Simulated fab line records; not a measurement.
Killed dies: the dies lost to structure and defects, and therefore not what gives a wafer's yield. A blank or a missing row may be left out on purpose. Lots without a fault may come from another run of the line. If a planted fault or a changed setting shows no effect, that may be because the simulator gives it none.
Split-lot study | flow berkeley cmos170 | on a route of 331 steps: 5 lots, 23 wafers read

== THE SPLIT ==
At UCB170_ACTIVE_CVD_05 (deposits Si3N4 from SiH2Cl2/NH3, target thk 220 nm, time 3300 s), the setting temp c was moved away from the recipe's 800 C on 10 of the 23 wafers read, by -2.7% to +1.2%. This setting was run at the recipe's value on the other wafers.

== FROM THE SPLIT TO THE READING: what the file shows between them, 4 steps ==
- UCB170_ACTIVE_THK_MEAS_06
- UCB170_ACTIVE_SOFTBAKE_09: time 60 s (also split here: time s)
- UCB170_ACTIVE_EXPOSE_10: exposes mask ACTIVE, target cd 1200 nm
- UCB170_ACTIVE_PEB_11

== THE READING ==
oes product au, in a.u., at UCB170_ACTIVE_ETCH_15 (etches Si3N4 in CH3F/Ar/O2, stops on SiO2, target depth 242 nm, time 151 s). Fault-free wafers of this fab line usually give 0.945 a.u., standard deviation 0.017 a.u.

wafer  | tool, chamber at the split | temp c as run, C | against the recipe | oes product au, a.u. | against lot-mates on the recipe
L078.1 | lpcvd-01, 1                | 800              | recipe             | 0.970                | -
L078.5 | lpcvd-01, 1                | 800              | recipe             | 0.969                | -
L078.6 | lpcvd-01, 1                | 800              | recipe             | 0.945                | -
L075.1 | -, -                       | 809.5            | +1.2%              | 0.976                | no lot-mate on the recipe
L075.3 | -, -                       | 809.5            | +1.2%              | 1.010                | no lot-mate on the recipe
L075.4 | -, -                       | 809.5            | +1.2%              | 0.998                | no lot-mate on the recipe
L075.5 | -, -                       | 809.5            | +1.2%              | 0.996                | no lot-mate on the recipe
L075.6 | -, -                       | 809.5            | +1.2%              | 0.971                | no lot-mate on the recipe
L082.1 | -, -                       | 800              | recipe             | 0.934                | -
L082.2 | -, -                       | 800              | recipe             | 0.922                | -
L082.3 | -, -                       | 800              | recipe             | 0.925                | -
L082.5 | -, -                       | 800              | recipe             | 0.930                | -
L082.6 | -, -                       | 800              | recipe             | 0.935                | -
L085.1 | -, -                       | 778.8            | -2.7%              | 0.778                | no lot-mate on the recipe
L085.2 | -, -                       | 778.8            | -2.7%              | 0.761                | no lot-mate on the recipe
L085.4 | -, -                       | 778.8            | -2.7%              | 0.785                | no lot-mate on the recipe
L085.5 | -, -                       | 778.8            | -2.7%              | 0.744                | no lot-mate on the recipe
L085.6 | -, -                       | 778.8            | -2.7%              | 0.787                | no lot-mate on the recipe
L084.1 | -, -                       | 800              | recipe             | 0.963                | -
L084.2 | -, -                       | 800              | recipe             | 0.945                | -
L084.3 | -, -                       | 800              | recipe             | 0.937                | -
L084.4 | -, -                       | 800              | recipe             | 0.918                | -
L084.6 | -, -                       | 800              | recipe             | 0.944                | -

THE FIT
A straight line over all 23 wafers: oes product au changes by +0.0591 a.u. for each +1% of temp c; r = +0.97; the points scatter about the line by 0.019 a.u.
Too few moved wafers have a lot-mate on the recipe to fit a line with each lot's own level taken away.

== THE WHOLE CHAIN: every reading that the file lists as answering this split, in the file's order ==
step                      | what it does                                                               | reading                                                                        | change (the file's fit)                 | r (the file's)
UCB170_ACTIVE_CVD_05      | deposits Si3N4 from SiH2Cl2/NH3, target thk 220 nm, time 3300 s            | Si3N4_of_ACTIVE_CVD_05.thk nm (the simulator's own value, which no gauge read) | +29.2 nm for each +1% of the setting    | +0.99
UCB170_ACTIVE_THK_MEAS_06 |                                                                            | ACTIVE_NITRIDE_THK                                                             | +29.2 for each +1% of the setting       | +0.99
UCB170_ACTIVE_ETCH_15     | etches Si3N4 in CH3F/Ar/O2, stops on SiO2, target depth 242 nm, time 151 s | oes product au                                                                 | +0.059 a.u. for each +1% of the setting | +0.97
UCB170_ACTIVE_ETCH_15     | etches Si3N4 in CH3F/Ar/O2, stops on SiO2, target depth 242 nm, time 151 s | etch.depth nm (the simulator's own value, which no gauge read)                 | +24.6 nm for each +1% of the setting    | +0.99

== FILE'S OWN FIT ==
oes product au changes by +0.059 a.u. for each +1% of temp c, r = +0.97.
